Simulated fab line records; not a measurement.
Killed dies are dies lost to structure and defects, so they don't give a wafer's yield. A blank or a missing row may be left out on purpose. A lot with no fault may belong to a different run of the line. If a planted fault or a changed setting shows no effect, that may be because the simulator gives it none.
Code-filled problem report in 8D (eight disciplines) form    flow rit-cmos    the parts of the form that need people (team, actions taken, sign-off) are left out

== 1. WHAT WENT WRONG ==
Mean GATE_POLY_THK at RIT_GATE_THK_MEAS_09: 348.3 nm over 6 wafers in 2 lots; fault-free wafers: 253.9 nm, standard deviation 2.6. Relative to the usual mean, that is a shift of +36 standard deviations.
The first sign was on wafer L439.3 at day 6 16:38, on film-metro-02. The record holds 42 wafers of 14 lots with a number at this step. By rule, "out" or "out of limits" means more than 4 standard deviations away from the usual mean. The other wafers with a number count as sound.

== 2. WHAT THIS IS AND IS NOT ==
question                     is                      is not
which readings at this step  GATE_POLY_THK           -
which lots                   L439, L440              L419, L420, L421, L422, L424, L425, L426, L428, L429, L433, L438, L441
which wafers of those lots   all that have a number  -
read on which gauges         film-metro-02           film-metro-03, film-metro-04
when                         from day 6 16:38        up to then (33 sound wafers); but 3 sound wafers of L441 came after

== 3. THE SUSPECTS, EACH WITH WHAT RULES IT OUT ==
Counting: any tool at a process step up to the reading is kept as a suspect provided that every lot that is out went through it and no sound lot did after the first of them.
- the gauge at RIT_GATE_THK_MEAS_09 has been ruled out. All the wafers that are out were read on film-metro-02, but those of them that RIT_GATE_ETCH_19 has rows for are out there too, on other tools.
- lpcvd-01 at RIT_GATE_CVD_08 (deposits poly-Si from SiH4, target thk 250 nm, time 2220 s): kept. Every lot that is out went through it, starting with L439 (day 6 15:00), and after that it ran no sound lot; the last sound lot it ran before then is L433 (day 5 07:58).
Remaining after the count: lpcvd-01 at RIT_GATE_CVD_08.

== 4. THE CAUSE (what the simulator had put in) ==
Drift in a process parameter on lpcvd-01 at RIT_GATE_CVD_08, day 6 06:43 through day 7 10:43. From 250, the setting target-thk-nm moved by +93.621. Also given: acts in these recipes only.
After counting, this tool was the only one left.

== 5. SEQUENCE OF EFFECTS, ordered by route ==
One row per reading whose mean, taken over the struck wafers that have a number, lies over 3 standard deviations from the usual. Only readings whose record carries a usual standard deviation are examined. hours: median over the lots of the time between each lot's start at the first step of this table that gives one and its start at this step. sigmas: the change, counted in usual standard deviations.
hours  step                  reading         usual       on struck wafers  change  sigmas
0      RIT_GATE_THK_MEAS_09  GATE_POLY_THK   253.9 nm    348.3             +94.4   +36
1      RIT_GATE_ETCH_19      oes-product-au  0.856 a.u.  1.006             +0.150  +9.4
Its process steps:
- RIT_GATE_ETCH_19: etches poly-Si in SF6/CHF3/O2, stops on SiO2, time 165 s, target depth 312.5 nm.

== 6. WHAT WOULD HAVE CAUGHT IT SOONER ==
In this record the first reading out of limits at a measuring or inspecting step was taken at day 6 16:38, 10 hours after the fault began at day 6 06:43.
No tool reading at RIT_GATE_CVD_08 that has a usual standard deviation in the record was out on any struck wafer, so an alarm limit of 4 standard deviations on those readings would not have fired.
Among the 2 lots that are out, L440 began RIT_GATE_CVD_08 on lpcvd-01 after day 6 16:38. It would have been spared by a hold on the tool at that moment.
